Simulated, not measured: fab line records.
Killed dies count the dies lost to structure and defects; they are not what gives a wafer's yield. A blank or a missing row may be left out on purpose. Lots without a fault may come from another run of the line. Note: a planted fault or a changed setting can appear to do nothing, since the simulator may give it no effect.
The tool behind it: which one? ; flow rit-cmos ; Sampling: 14 lots, 42 wafers, 3 of 202 route steps

## WHAT THE GAUGES SHOWED, per wafer
RIT_NWELL_TW_MEAS_10. Usual: for NWELL_TW the level is 2139 and the standard deviation is 14.
lot;measured;on;NWELL_TW;flag
L735;day 1 22:29;film-metro-03;2137 2129 2138;
L736;day 2 03:10;film-metro-03;2128 2128 2135;
L737;day 2 07:48;film-metro-04;2150 2157 2139;
L739;day 2 18:26;film-metro-03;2141 2131 2138;
L740;day 2 23:19;film-metro-04;2152 2168 2150;
L743;day 3 12:53;film-metro-03;2129 2144 2127;
L744;day 3 19:29;film-metro-02;2200 2188 2207;OFF
L745;day 3 23:16;film-metro-04;2234 2233 2231;OFF
L748;day 4 13:55;film-metro-04;2132 2140 2139;
L753;day 5 14:46;film-metro-04;2160 2154 2147;
L754;day 5 19:56;film-metro-04;2156 2163 2161;
L755;day 6 01:35;film-metro-02;2141 2132 2132;
L756;day 6 05:56;film-metro-03;2123 2122 2128;
L757;day 6 10:57;film-metro-04;2149 2159 2147;

RIT_WELLDRIVE_RS_MEAS_01: measures by four-point-probe. Usual: for NWELL_RS the level is 275.3 ohm/sq and the standard deviation is 0.82.
lot;measured;on;NWELL_RS (ohm/sq);flag
L735;day 2 05:37;film-metro-03;275.4 274.8 274.2;
L736;day 2 10:20;film-metro-04;275.6 275.2 275.5;
L737;day 2 14:49;film-metro-02;275.2 275.5 275.5;
L739;day 3 01:15;film-metro-02;275.7 276.4 275.1;
L740;day 3 06:08;film-metro-03;273.4 273.4 273.4;
L743;day 3 19:47;film-metro-02;275.7 274.8 275.4;
L744;day 4 02:38;film-metro-03;259.3 259.4 259.8;OFF
L745;day 4 05:57;film-metro-02;257.8 258.9 258.6;OFF
L748;day 4 20:47;film-metro-03;276.6 276.4 276.7;
L753;day 5 21:47;film-metro-04;274.9 275.2 274.2;
L754;day 6 02:46;film-metro-02;274.4 273.4 274.2;
L755;day 6 08:25;film-metro-04;274.3 275.5 275.4;
L756;day 6 13:14;film-metro-02;275.2 275.8 276.2;
L757;day 6 18:17;film-metro-03;275.9 276.6 276.1;

## WHICH TOOL RAN EACH LOT (tool, then ch and the chambers of the sampled wafers, then the start)
lot;RIT_NWELL_IMPLANT_08
L735;implanter-02 ch 0, day 1 22:09
L736;implanter-04 ch 0, day 2 02:52
L737;implanter-03 ch 0, day 2 07:28
L739;implanter-02 ch 0, day 2 18:07
L740;implanter-02 ch 0, day 2 23:00
L743;implanter-03 ch 0, day 3 12:34
L744;implanter-02 ch 0, day 3 19:10
L745;implanter-02 ch 0, day 3 22:55
L748;implanter-03 ch 0, day 4 13:36
L753;implanter-03 ch 0, day 5 14:27
L754;implanter-04 ch 0, day 5 19:37
L755;implanter-03 ch 0, day 6 01:17
L756;implanter-03 ch 0, day 6 05:38
L757;implanter-03 ch 0, day 6 10:37
- RIT_NWELL_IMPLANT_08

## WHAT THE TOOLS THEMSELVES READ (means of the sampled wafers that have a number; where no wafer has one, the mark that the record gives instead)
RIT_NWELL_IMPLANT_08. Usual: beam-on-s 10.00 s, standard deviation 0.22; end-station-pressure-torr 5.13e-06 Torr, standard deviation 2.7e-07; faraday-current-uA 159, standard deviation 3.5.
lot;tool;beam-on-s (s);end-station-pressure-torr (Torr);faraday-current-uA;flag
L735;implanter-02;10.11;5.02e-06;157;
L736;implanter-04;9.98;5.17e-06;158;
L737;implanter-03;10.14;5.24e-06;156;
L739;implanter-02;10.06;5.10e-06;158;
L740;implanter-02;10.26;5.26e-06;155;
L743;implanter-03;9.93;4.91e-06;160;
L744;implanter-02;11.13;4.83e-05;144;OFF
L745;implanter-02;10.95;4.90e-05;146;OFF
L748;implanter-03;10.18;5.12e-06;156;
L753;implanter-03;10.01;5.29e-06;158;
L754;implanter-04;10.14;5.33e-06;157;
L755;implanter-03;10.12;5.11e-06;157;
L756;implanter-03;9.91;5.05e-06;160;
L757;implanter-03;10.07;5.19e-06;158;

## THE ANSWER, worked out from the rows above alone
Rule: a lot is off if the mean of its wafers that have a number lies more than 3 standard deviations from the usual mean. A lot without any number at a reading at which 4 lots or more have one is off too. The other lots that the step has rows for count as sound. First the gauges in route order, then the tools' own readings, where a lot's mean is used as printed above. At the first step where some lot is off, the reading lying furthest off is the one used; lots without a number count as furthest.
Off: L744, L745, seen at RIT_NWELL_TW_MEAS_10 (NWELL_TW).
A tool fits if, at a process step before that reading, it ran every lot that is off, and no sound lot after the first of them. The gauges at RIT_NWELL_TW_MEAS_10 aren't tried: what is off there is off at RIT_NWELL_IMPLANT_08 too, on other tools, and a gauge's error can't cause that. One candidate fits, namely implanter-02 at RIT_NWELL_IMPLANT_08. A fault onset in the window from L740 (day 2 23:00, its last sound lot) to L744 (day 3 19:10, its first lot off) fits.
The tool's own readings at RIT_NWELL_IMPLANT_08 bear it out: on the lots that are off they differ by more than 5 times the standard deviation of the sound lots' means. beam-on-s reads 11.04 s there against 10.08 s on the sound lots; end-station-pressure-torr reads 4.87e-05 Torr there against 5.15e-06 Torr on the sound lots; faraday-current-uA reads 145 there against 158 on the sound lots.

## WHAT HAD BEEN PUT IN BY THE SIMULATOR
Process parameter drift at RIT_NWELL_IMPLANT_08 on implanter-02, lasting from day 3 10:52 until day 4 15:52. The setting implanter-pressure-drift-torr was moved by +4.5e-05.
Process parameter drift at RIT_NWELL_IMPLANT_08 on implanter-02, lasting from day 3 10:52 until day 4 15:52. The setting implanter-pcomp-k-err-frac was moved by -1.
Shown lots that were struck: L744, L745. This agrees with what the rule above found.
